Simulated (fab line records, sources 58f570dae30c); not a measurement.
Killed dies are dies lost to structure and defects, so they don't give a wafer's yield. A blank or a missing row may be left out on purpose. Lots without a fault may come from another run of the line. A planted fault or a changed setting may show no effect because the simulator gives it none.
fab line records | flow berkeley_cmos170
record lots=15 wafers=45 last_day=13
route steps=331 shown M1@248 V1@255 M2@274
lots that met no fault: from a run of the same line without faults
start_h: hours from the record's first day to the start of the lot's first wafer shown | wait_h: hours since the lot's step before | " the same as in the row above | L1.1+2: a row that stands for several wafers | - no value, or no start given | * or withheld: withheld | < > ~ a bound
route shown NAME@n: a module of which the file shows steps, and the number in the route of the first | usual: mean/standard deviation of fault-free wafers | same: alike in all rows | chamber/n: place in a boat | sites: the reading at each site | _std_site: their standard deviation | _edge_site: outer sites' mean less inner sites' | radius_mm: how far each site lies from the wafer's centre | mask NAME#n: copy n | behind: the tool/chamber that last shaped the wafer | hold: why the lot was held/for how many hours/how that ended | device: the transistor (n, p or np) that didn't switch | end of line: the same wafers' tests at the end of the route | a step without rows: its recipe alone | killed: dies lost to structure and defects at the first sort, not the wafer's yield | map: a wafer's dies, x killed, . not, _ none there
set.NAME: the setting as run; set.NAME@STEP: as run at that earlier step | model.NAME: the simulator's own value behind a step, which no gauge read
steps of the route over a sample of lots; a table a step, a row a wafer
services: from which hour (start_h, from the record's first day; less than 0 if before it) a tool's chamber was out of use, for how many hours, and why
## steps
# step UCB170_M1_OVL_MEAS_10
# usual M1_OVL=1/5.2
# columns lot.wafer tool chamber start_h wait_h M1_OVL[nm]
L342.1 overlay-01 - 187.96 0.1 10
L342.3 " - " " 9
L342.4 " - " " 8
L346.2 overlay-02 - 188.24 0.1 10
L346.3 " - " " 5
L346.5 " - " " 5
L347.3 overlay-02 - 222.18 0.1 -3
L347.4 " - " " 2
L347.6 " - " " -5
L350.3 overlay-01 - 222.68 0.1 -2
L350.4 " - " " 2
L350.6 " - " " 6
L354.1 overlay-01 - 231.19 0.1 -3
L354.3 " - " " 4
L354.4 " - " " -1
L352.2 overlay-02 - 232.03 0.1 4
L352.4 " - " " 0
L352.6 " - " " 4
L351.2 overlay-01 - 233.07 0.1 -3
L351.5 " - " " -4
L351.6 " - " " -4
L355.1 overlay-02 - 248.30 0.1 2
L355.2 " - " " -1
L355.6 " - " " 8
L356.2 overlay-01 - 275.05 0.1 -6
L356.3 " - " " -1
L356.6 " - " " -3
L360.1 overlay-01 - 277.97 0.1 -4
L360.2 " - " " -3
L360.4 " - " " 6
L358.2 overlay-01 - 278.46 0.1 -3
L358.3 " - " " 2
L358.4 " - " " 0
L359.1 overlay-01 - 278.57 0.1 1
L359.2 " - " " 4
L359.3 " - " " 3
L362.1 overlay-01 - 286.30 0.1 -8
L362.4 " - " " -10
L362.6 " - " " -3
L364.2 overlay-01 - 286.68 0.1 2
L364.3 " - " " -7
L364.4 " - " " -2
L363.1 overlay-01 - 287.01 0.1 -9
L363.4 " - " " -10
L363.5 " - " " -10
# step UCB170_V1_THK_MEAS_01
# recipe reads=SiO2_of_V1_CVD_00
# usual V1_TEOS_THK=2010/28
# columns lot.wafer tool chamber start_h wait_h V1_TEOS_THK[nm]
L342.1 film_metro-02 - 190.33 0.1 1971
L342.3 " - " " 1955
L342.4 " - " " 2020
L346.2 film_metro-04 - 190.50 0.1 1936
L346.3 " - " " 1970
L346.5 " - " " 2004
L347.3 film_metro-04 - 224.11 0.1 2009
L347.4 " - " " 2014
L347.6 " - " " 2047
L350.3 film_metro-04 - 225.46 0.1 2006
L350.4 " - " " 2050
L350.6 " - " " 1984
L354.1 film_metro-03 - 233.11 0.1 1984
L354.3 " - " " 1992
L354.4 " - " " 1999
L352.2 film_metro-03 - 234.46 0.1 1991
L352.4 " - " " 2032
L352.6 " - " " 2065
L351.2 film_metro-03 - 235.79 0.1 1979
L351.5 " - " " 2003
L351.6 " - " " 2028
L355.1 film_metro-02 - 250.22 0.1 2001
L355.2 " - " " 1998
L355.6 " - " " 2028
L356.2 film_metro-04 - 276.98 0.1 2005
L356.3 " - " " 1994
L356.6 " - " " 2051
L360.1 film_metro-03 - 279.89 0.1 2003
L360.2 " - " " 2003
L360.4 " - " " 2034
L358.2 film_metro-03 - 281.23 0.1 2021
L358.3 " - " " 1995
L358.4 " - " " 2026
L359.1 film_metro-03 - 281.38 0.1 1966
L359.2 " - " " 1979
L359.3 " - " " 1954
L362.1 film_metro-02 - 288.52 0.1 2005
L362.4 " - " " 2067
L362.6 " - " " 2047
L363.1 film_metro-02 - 289.85 0.1 1975
L363.4 " - " " 2014
L363.5 " - " " 1986
L364.2 film_metro-04 - 289.86 0.1 1992
L364.3 " - " " 2011
L364.4 " - " " 2059
# step UCB170_V1_EXPOSE_09
# recipe mask_id=VIA1 target_cd_nm=700 na=0.5 sigma_outer=0.6 source_shape=conventional dose_mj=37
# usual exposure_dose_mJ_cm2=36.98/0.039 focus_offset_nm=0.1/0.54
# columns lot.wafer tool chamber start_h wait_h mask exposure_dose_mJ_cm2 focus_offset_nm
L342.1 krf_scanner-02 0 192.41 0.3 VIA1#0 37.00 0.1
L342.3 " 0 " " VIA1#0 37.05 0.2
L342.4 " 0 " " VIA1#0 37.06 0.1
L346.2 krf_scanner-01 0 192.67 0.3 VIA1#0 36.96 0.7
L346.3 " 0 " " VIA1#0 36.97 1.1
L346.5 " 0 " " VIA1#0 36.98 0.3
L347.3 krf_scanner-02 0 225.30 0.1 VIA1#0 36.97 -0.1
L347.4 " 0 " " VIA1#0 36.97 -0.1
L347.6 " 0 " " VIA1#0 36.98 -0.6
L350.3 krf_scanner-01 0 227.53 0.4 VIA1#0 36.96 -0.3
L350.4 " 0 " " VIA1#0 36.96 -0.4
L350.6 " 0 " " VIA1#0 36.93 0.0
L354.1 krf_scanner-01 0 234.67 0.2 VIA1#0 36.96 -0.7
L354.3 " 0 " " VIA1#0 36.99 -0.2
L354.4 " 0 " " VIA1#0 37.00 -0.6
L352.2 krf_scanner-01 0 236.41 0.1 VIA1#0 36.97 -0.3
L352.4 " 0 " " VIA1#0 37.00 0.1
L352.6 " 0 " " VIA1#0 36.96 -0.5
L351.2 krf_scanner-02 - 237.82 0.2 VIA1#0 - -
L351.5 " - " " VIA1#0 - -
L351.6 " - " " VIA1#0 - -
L355.1 krf_scanner-02 - 251.56 0.1 VIA1#0 - -
L355.2 " - " " VIA1#0 - -
L355.6 " - " " VIA1#0 - -
L356.2 krf_scanner-02 - 278.17 0.1 VIA1#0 - -
L356.3 " - " " VIA1#0 - -
L356.6 " - " " VIA1#0 - -
L360.1 krf_scanner-02 0 282.07 0.1 VIA1#0 37.02 0.6
L360.2 " 0 " " VIA1#0 37.04 1.3
L360.4 " 0 " " VIA1#0 36.97 0.4
L358.2 krf_scanner-01 0 285.92 0.2 VIA1#0 36.90 0.0
L358.3 " 0 " " VIA1#0 36.92 0.4
L358.4 " 0 " " VIA1#0 36.93 0.5
L359.1 krf_scanner-02 0 286.62 0.2 VIA1#0 36.98 -0.7
L359.2 " 0 " " VIA1#0 36.99 0.5
L359.3 " 0 " " VIA1#0 37.04 0.0
L362.1 krf_scanner-02 0 291.10 0.2 VIA1#0 36.97 -0.5
L362.4 " 0 " " VIA1#0 37.06 -0.5
L362.6 " 0 " " VIA1#0 37.03 -0.2
L364.2 krf_scanner-01 0 295.55 0.2 VIA1#0 36.98 0.0
L364.3 " 0 " " VIA1#0 36.96 0.3
L364.4 " 0 " " VIA1#0 36.94 0.2
L363.1 krf_scanner-01 0 295.64 0.4 VIA1#0 36.87 -0.9
L363.4 " 0 " " VIA1#0 36.89 0.1
L363.5 " 0 " " VIA1#0 36.93 -0.6
# step UCB170_M2_THK_MEAS_03
# recipe thk_meas_gauge=xrf reads=Al_of_M2_SPUTTER_01
# usual M2_AL_THK=888/13
# columns lot.wafer tool chamber start_h wait_h M2_AL_THK[nm]
L342.1 film_metro-04 - 194.24 0.1 907
L342.3 " - " " 903
L342.4 " - " " 902
L346.2 film_metro-02 - 194.37 0.1 895
L346.3 " - " " 901
L346.5 " - " " 896
L347.3 film_metro-04 - 226.49 0.1 887
L347.4 " - " " 890
L347.6 " - " " 889
L350.3 film_metro-01 - 228.73 0.1 871
L350.4 " - " " 870
L350.6 " - " " 869
L354.1 film_metro-02 - 235.88 0.1 886
L354.3 " - " " 905
L354.4 " - " " 875
L352.2 film_metro-04 - 238.84 0.1 892
L352.4 " - " " 894
L352.6 " - " " 893
L360.1 film_metro-04 - 283.71 0.1 900
L360.2 " - " " 909
L360.4 " - " " 909
L358.2 film_metro-04 - 288.06 0.1 924
L358.3 " - " " 912
L358.4 " - " " 913
L359.1 film_metro-04 - 288.53 0.1 880
L359.2 " - " " 894
L359.3 " - " " 879
L362.1 film_metro-04 - 293.13 0.1 908
L362.4 " - " " 892
L362.6 " - " " 889
L364.2 film_metro-01 - 297.42 0.1 888
L364.3 " - " " 883
L364.4 " - " " 881
L363.1 film_metro-04 - 297.42 0.1 888
L363.4 " - " " 901
L363.5 " - " " 906
## services
# columns tool chamber start_h hours kind
krf_scanner-02 - 168.76 0.8 pm
krf_scanner-01 - 186.31 1.0 pm
krf_scanner-01 - 187.34 0.3 repair
krf_scanner-02 - 188.67 1.0 pm
krf_scanner-01 - 209.67 0.8 pm
krf_scanner-01 - 217.46 0.4 repair
krf_scanner-02 - 222.24 1.3 pm
krf_scanner-02 - 229.33 1.0 pm
krf_scanner-02 0 240.32 - calibration
krf_scanner-02 - 251.77 4.4 pm
krf_scanner-01 - 256.15 0.8 pm
krf_scanner-01 - 256.90 3.6 pm
krf_scanner-01 - 260.45 1.3 pm
krf_scanner-01 0 268.21 - calibration
## key
first_sign step=UCB170_V1_EXPOSE_09 reading=tool_record direction=missing
effect none on later readings
met_at UCB170_V1_EXPOSE_09
struck_lots L351,L355,L356
later_rows_left_out L351.2,L351.5,L351.6,L355.1,L355.2,L355.6,L356.2,L356.3,L356.6
sort_left_out L351.2,L351.5,L351.6,L355.1,L355.2,L355.6,L356.2,L356.3,L356.6
not_acting_at UCB170_M1_OVL_MEAS_10,UCB170_V1_THK_MEAS_01,UCB170_M2_THK_MEAS_03
onset_between 225.30 237.82
fault kind=skipped_step_whole tool=krf_scanner-02 chamber=- onset_h=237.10 steps=UCB170_V1_EXPOSE_09 scope=struck_lots_only
# sort_left_out: the simulated sort isn't trusted on such a fault, so these wafers' sort isn't shown, and their yield isn't known
# later_rows_left_out: the simulator's readings of these wafers behind a module that went badly wrong aren't trusted and aren't shown, but for the sort
